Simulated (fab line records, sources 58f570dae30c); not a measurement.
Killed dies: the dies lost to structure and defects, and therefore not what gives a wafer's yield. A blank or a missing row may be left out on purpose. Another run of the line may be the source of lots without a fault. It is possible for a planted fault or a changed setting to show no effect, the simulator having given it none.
Chamber matching -- flow berkeleyCmos170 -- UCB170_V2_CMP_02 on cmp-01 has 4 sister chambers
The step polishes SiO2. 4 wafers are shown with their chamber, then 9 later ones without.

WAFERS WITH THEIR CHAMBER
wafer,chamber,motorCurrentA (A)
L239.2,3,18.3
L241.1,1,17.3
L241.2,0,14.4
L241.5,2,16.4

WAFERS WHOSE CHAMBER IS MISSING
wafer,motorCurrentA (A)
L249.2,17.0
L249.4,17.3
L249.5,14.4
L250.1,16.7
L250.2,18.4
L250.5,18.6
L253.1,14.2
L253.5,14.8
L253.6,16.8

WHICH CHAMBER EACH ONE RAN IN
wafer,from the rows above,in truth
L249.2,can't be placed: 1 or 2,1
L249.4,1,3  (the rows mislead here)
L249.5,0,0
L250.1,can't be placed: 2 or 1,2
L250.2,3,3
L250.5,3,3
L253.1,0,0
L253.5,0,0
L253.6,can't be placed: 2 or 1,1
Correctly placed: 5 of 9. Can't be placed from these rows: 3 (the true chamber is among the candidates in 3). Number placed wrongly: 1.
How it was worked out, from the rows above alone: a wafer's distance from a chamber is the root of the sum, over the readings, of the square of ((its reading less the chamber's mean) divided by the reading's scatter). The wafer belongs to the nearest chamber; if the next one is less than 2 further off, it can't be placed. A chamber's mean is the mean of its shown wafers. The scatter: with one shown wafer a chamber, the root of the mean of the squares of how far each hidden wafer lies from its nearest shown one.
